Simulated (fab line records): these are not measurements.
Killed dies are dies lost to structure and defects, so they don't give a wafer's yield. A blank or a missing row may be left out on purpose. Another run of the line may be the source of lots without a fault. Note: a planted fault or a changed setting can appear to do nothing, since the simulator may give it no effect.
Check for tools in common -- flow berkeley_cmos170 -- 42 wafers sampled across 14 lots

== WHY IT WAS OPENED ==
UCB170_SPACER_THK_MEAS_01, reading SPACER_TEOS_THK: flagged on 2 of 14 lots. No-fault wafers: 375 nm, standard deviation 4.4.
Rule: flag the lot when none of its wafers has a number, or when each of its wafers that has one lies beyond 4 standard deviations from that mean. The rest of the lots are taken to be sound.

lot,measured,on,"SPACER_TEOS_THK (nm), wafer by wafer",flag
L558,day 6 17:07,film_metro-02,369 375 373,
L557,day 6 17:07,film_metro-01,377 383 380,
L559,day 6 22:42,film_metro-03,367 376 371,
L562,day 7 06:37,film_metro-02,373 369 376,
L560,day 7 06:55,film_metro-01,367 379 369,
L564,day 7 17:20,film_metro-01,368 368 372,
L563,day 7 18:02,film_metro-03,382 374 380,
L565,day 7 22:22,film_metro-01,374 377 384,
L568,day 8 12:50,film_metro-02,373 375 380,
L572,day 9 14:13,film_metro-03,228 228 234,FLAGGED
L575,day 10 00:21,film_metro-03,236 234 239,FLAGGED
L577,day 10 15:49,film_metro-02,369 372 383,
L579,day 10 23:36,film_metro-01,374 378 375,
L580,day 11 00:50,film_metro-03,371 377 378,
On average the flagged lots' numbers are 233 nm, which is -142 nm against the usual, or -32 standard deviations.

== LOT BY LOT: THE TOOL USED ==
The record holds 1 process step before the reading, out of a route of 331 steps. Every cell lists first the tool, next ch and the chambers used by the sampled wafers, and last the start.
lot,flag,UCB170_SPACER_CVD_00
L558,,"pecvd-02 ch 0,1, day 6 17:04"
L557,,"pecvd-01 ch 1,2, day 6 17:04"
L559,,"pecvd-01 ch 0,2, day 6 22:40"
L562,,"pecvd-04 ch 1,2, day 7 06:34"
L560,,"pecvd-02 ch 0,1, day 7 06:51"
L564,,"pecvd-02 ch 0,1, day 7 17:17"
L563,,"pecvd-01 ch 0,2, day 7 17:59"
L565,,"pecvd-01 ch 0,2, day 7 22:19"
L568,,"pecvd-02 ch 0,1,2, day 8 12:46"
L572,FLAGGED,"pecvd-02 ch 0,2, day 9 14:10"
L575,FLAGGED,"pecvd-02 ch 1,2, day 10 00:17"
L577,,"pecvd-04 ch 1,2, day 10 15:47"
L579,,"pecvd-04 ch 0,1, day 10 23:33"
L580,,"pecvd-04 ch 1,2, day 11 00:48"
These steps, and what they do:
- UCB170_SPACER_CVD_00: deposits SiO2 from TEOS/O2, target thk 376 nm, time 47 s.
- UCB170_SPACER_THK_MEAS_01

== FLAGGED OVER TOTAL, TOOL BY TOOL (the gauges that took the reading come last) ==
step,tool,lots run,flagged,share of the flagged lots,sound lots run after its first flagged lot
UCB170_SPACER_CVD_00,pecvd-01,4,0,none,-
UCB170_SPACER_CVD_00,pecvd-02,6,2,all,0
UCB170_SPACER_CVD_00,pecvd-04,4,0,none,-
UCB170_SPACER_THK_MEAS_01,film_metro-01,5,0,none,-
UCB170_SPACER_THK_MEAS_01,film_metro-02,4,0,none,-
UCB170_SPACER_THK_MEAS_01,film_metro-03,5,2,all,1 (L580)

== THE TABLE: WHAT IT ALLOWS ==
Every flagged lot went through 2 rows of the table: pecvd-02 at UCB170_SPACER_CVD_00 and film_metro-03 at UCB170_SPACER_THK_MEAS_01.
- pecvd-02 at UCB170_SPACER_CVD_00: 2 of its 6 lots flagged. It ran its last sound lot, L568, at day 8 12:46 and its first flagged lot, L572, at day 9 14:10: a fault with its onset between the two fits.
- film_metro-03 at UCB170_SPACER_THK_MEAS_01: 2 of its 5 lots flagged. Sound lots ran on it after the first flagged one (L580), which a lasting fault on the whole tool wouldn't allow.
Left over: one tool, pecvd-02 at UCB170_SPACER_CVD_00.

== WHAT THE SIMULATOR HAD INSERTED ==
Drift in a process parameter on pecvd-02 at UCB170_SPACER_CVD_00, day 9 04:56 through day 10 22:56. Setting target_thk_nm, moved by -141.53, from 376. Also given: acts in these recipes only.
Lots struck among those shown: L572, L575. The rule above reached the same finding.
